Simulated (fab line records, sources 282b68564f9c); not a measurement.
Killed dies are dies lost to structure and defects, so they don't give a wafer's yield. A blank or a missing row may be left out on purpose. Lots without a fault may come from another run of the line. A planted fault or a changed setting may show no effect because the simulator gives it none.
Split-lot experiment | flow rit_cmos | 5 lots, 23 wafers read, on a route of 202 steps

THE SPLIT
At RIT_PLDD_IMPLANT_08, the setting energy_kev was moved away from the recipe's 20 on 8 of the 23 wafers read, by +3.0% to +5.8%. The other wafers ran this setting at the recipe's value.

FROM THE SPLIT TO THE READING: what the file shows between them, 12 steps
- RIT_SPACER_CVD_03: deposits Si3N4 from SiH2Cl2/NH3, target thk 250 nm, time 3300 s (also split here: nh3_flow_sccm)
- RIT_NSD_IMPLANT_08 (also split here: energy_kev)
- RIT_PSD_COAT_01: resist thk 1000 nm (also split here: resist_thk_nm)
- RIT_PSD_SOFTBAKE_02: time 60 s
- RIT_PSD_EXPOSE_03: exposes mask M10, target cd 40900 nm
- RIT_PSD_DEVELOP_05: develop time 50 s
- RIT_PSD_HARDBAKE_07: time 60 s
- RIT_PSD_IMPLANT_08 (also split here: energy_kev)
- RIT_PSD_STRIP_09: strips in O2, time 180 s
- RIT_SDANNEAL_CLEAN_00: cleans in SC1, time 600 s
- RIT_SDANNEAL_RTA_03: time 5 s (also split here: time_s)
- RIT_SDANNEAL_RS_MEAS_04: measures by four-point-probe

THE READING
PLDD_RS, in ohm/sq, at RIT_SDANNEAL_RS_MEAS_06 (measures by four-point-probe). Fault-free wafers of this fab line usually give 178.6 ohm/sq, standard deviation 0.48 ohm/sq.

wafer  | tool, chamber at the split | energy_kev as run | against the recipe | PLDD_RS, ohm/sq | against lot-mates on the recipe
L074.1 | implanter-04, 0            | 20                | recipe             | 180.8           | -
L074.2 | implanter-04, 0            | 20.61             | +3.0%              | 176.8           | -3.9
L074.3 | implanter-04, 0            | 20                | recipe             | 180.6           | -
L074.5 | implanter-04, 0            | 20.61             | +3.0%              | 178.3           | -2.4
L074.6 | implanter-04, 0            | 20.61             | +3.0%              | 176.9           | -3.8
L080.2 | implanter-01, 0            | 20.78             | +3.9%              | 177.0           | -3.0
L080.3 | implanter-01, 0            | 20.78             | +3.9%              | 177.8           | -2.2
L080.4 | implanter-01, 0            | 20.78             | +3.9%              | 178.3           | -1.7
L080.5 | implanter-01, 0            | 20                | recipe             | 180.5           | -
L080.6 | implanter-01, 0            | 20                | recipe             | 179.5           | -
L083.1 | implanter-02, 0            | 20                | recipe             | 179.1           | -
L083.2 | implanter-02, 0            | 20                | recipe             | 178.9           | -
L083.3 | implanter-02, 0            | 20                | recipe             | 179.1           | -
L083.4 | implanter-02, 0            | 20                | recipe             | 178.6           | -
L083.6 | implanter-02, 0            | 20                | recipe             | 178.5           | -
L084.2 | implanter-02, 0            | 20                | recipe             | 177.9           | -
L084.4 | implanter-02, 0            | 20                | recipe             | 178.3           | -
L084.5 | implanter-02, 0            | 20                | recipe             | 178.5           | -
L085.1 | implanter-04, 0            | 20                | recipe             | 176.6           | -
L085.2 | implanter-04, 0            | 21.17             | +5.8%              | 173.2           | -4.2
L085.4 | implanter-04, 0            | 20                | recipe             | 178.6           | -
L085.5 | implanter-04, 0            | 21.17             | +5.8%              | 174.3           | -3.1
L085.6 | implanter-04, 0            | 20                | recipe             | 177.0           | -

THE FIT
A straight line over all 23 wafers: PLDD_RS changes by -0.635 ohm/sq for each +1% of energy_kev; r = -0.74; the points scatter about the line by 1.2 ohm/sq.
The same after taking each lot's own level away (the mean of its wafers on the recipe; 23 wafers): -0.688 ohm/sq for each +1%; r = -0.89; scatter 0.74 ohm/sq.
On that fit, the largest move of energy_kev shifts the reading by 4 ohm/sq.
The lots' own levels span 177.40 to 180.70 ohm/sq, that is 6.9 times the standard deviation above.
So the lot-to-lot level blurs the effect unless lot-mates are compared.
Check: with one of the wafers moved furthest among these (+5.8%) left out of the fit, the line predicts -4.08 ohm/sq for it against its lot-mates. It came out at -4.2 ohm/sq against them.

OTHER SPLITS ON THESE WAFERS
These wafers also went through other splits before the reading. Each is held against what the fit with the lots' levels taken away leaves over:
other split on the same wafers  | wafers away from the commonest value | r with PLDD_RS (lot level and that fit taken away)
RIT_SPACER_CVD_03 nh3_flow_sccm | 15                                   | -0.34
RIT_NSD_IMPLANT_08 energy_kev   | 9                                    | -0.14
RIT_PSD_COAT_01 resist_thk_nm   | 7                                    | -0.12
RIT_PSD_IMPLANT_08 energy_kev   | 8                                    | +0.16
RIT_SDANNEAL_RTA_03 time_s      | 11                                   | -0.32

THE WHOLE CHAIN: every reading that the file lists as answering this split, in the file's order
step                    | what it does                 | reading                                                         | change (the file's fit)               | r (the file's)
RIT_PLDD_IMPLANT_08     |                              | implant.rp_nm (the simulator's own value, which no gauge read)  | +0.134 nm for each +1% of the setting | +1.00
RIT_PLDD_IMPLANT_08     |                              | implant.drp_nm (the simulator's own value, which no gauge read) | +0.068 nm for each +1% of the setting | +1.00
RIT_SDANNEAL_RS_MEAS_06 | measures by four-point-probe | PLDD_RS                                                         | -0.689 for each +1% of the setting    | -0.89

THE FILE'S OWN FIT
PLDD_RS changes by -0.689 ohm/sq for each +1% of energy_kev, r = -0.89.
